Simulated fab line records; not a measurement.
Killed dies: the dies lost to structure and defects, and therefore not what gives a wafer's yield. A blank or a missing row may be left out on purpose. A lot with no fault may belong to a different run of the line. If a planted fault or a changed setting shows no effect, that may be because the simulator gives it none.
Problem report, 8D (eight disciplines) form, completed by code + flow rit-cmos + the parts of the form that need people (team, actions taken, sign-off) are left out

1. THE ISSUE
Across 6 wafers from 2 lots, PSD_RS at RIT_SDANNEAL_RS_MEAS_04 averages 110.29 ohm/sq, while fault-free wafers read 115.98 ohm/sq with a standard deviation of 0.27. Measured from the usual mean, that is -21 standard deviations.
The step: measures by four-point-probe.
Seen first at day 5 01:57 on film-metro-03, wafer L825.3. The record holds 42 wafers of 14 lots with a number at this step. Rule for "out" (also "out of limits"): further than 4 standard deviations from the usual mean. The rest of the wafers with a number are treated as sound.

2. WHAT IT IS AND WHAT IT IS NOT
| question                    | is                     | is not                                                                                             |
|-----------------------------|------------------------|----------------------------------------------------------------------------------------------------|
| which readings at this step | PSD_RS                 | -                                                                                                  |
| which lots                  | L825, L828             | L816, L818, L819, L820, L821, L823, L826, L830, L833, L834, L838, L839                             |
| which wafers of those lots  | all that have a number | -                                                                                                  |
| read on which gauges        | film-metro-03          | film-metro-02, film-metro-04                                                                       |
| when                        | from day 5 01:57       | up to then (18 sound wafers); but 18 sound wafers of L826, L830, L833, L834, L838, L839 came after |

3. WHAT RULES OUT EACH SUSPECT
Counting: a tool at any process step up to the reading remains a suspect when it ran all the lots that are out and ran no sound lot after the first of those.
- the gauge at RIT_SDANNEAL_RS_MEAS_04 has been ruled out. All the wafers that are out were read on film-metro-03, but those of them that RIT_PSD_IMPLANT_08 has rows for are out there too, on other tools.
- implanter-03 at RIT_PSD_IMPLANT_08: kept. It ran every lot that is out, first L825 (day 5 01:09), and no sound lot after that; its last sound lot up to then is L823 (day 4 15:26). Its own readings are out on those wafers: dose-ions-cm2.
Left after counting: implanter-03 at RIT_PSD_IMPLANT_08.

4. THE CAUSE (what the simulator had put in)
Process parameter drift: implanter-03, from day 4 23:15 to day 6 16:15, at RIT_PSD_IMPLANT_08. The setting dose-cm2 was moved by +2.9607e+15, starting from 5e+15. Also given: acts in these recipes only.
After counting, this tool was the only one left.

5. SEQUENCE OF EFFECTS, ordered by route
Each row: a reading where the mean over the struck wafers with a number is more than 3 standard deviations away from the usual. Scope: only readings with a usual standard deviation given in the record; hours: median across lots of the time from each lot's start at the first step in this table that gives one to its start at this step; sigmas: change in usual standard deviations.
| hours | step                    | reading       | usual         | on struck wafers | change | sigmas      |
|-------|-------------------------|---------------|---------------|------------------|--------|-------------|
| 0     | RIT_PSD_IMPLANT_08      | beam-on-s     | 14.0 s        | 19.8             | +5.8   | +3.6        |
| 0     | RIT_PSD_IMPLANT_08      | dose-ions-cm2 | 5e+15         | 8e+15            | +3e+15 | +99 or more |
| 1     | RIT_SDANNEAL_RS_MEAS_04 | PSD_RS        | 115.98 ohm/sq | 110.29           | -5.69  | -21         |
Here are the process steps it includes:
- RIT_PSD_IMPLANT_08

6. WHAT WOULD HAVE CAUGHT IT SOONER
Counted from the fault's start at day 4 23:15, it took 3 hours until the first out-of-limits reading at a measuring or inspecting step in this record, taken at day 5 01:57.
The tool's own readings at RIT_PSD_IMPLANT_08 were out on every struck wafer that the step has a row for (dose-ions-cm2): an alarm limit on them would have fired on the first of those.
Among the 2 lots that are out, L828 began RIT_PSD_IMPLANT_08 on implanter-03 after day 5 01:57. Had the tool been put on hold then, it would have been spared.
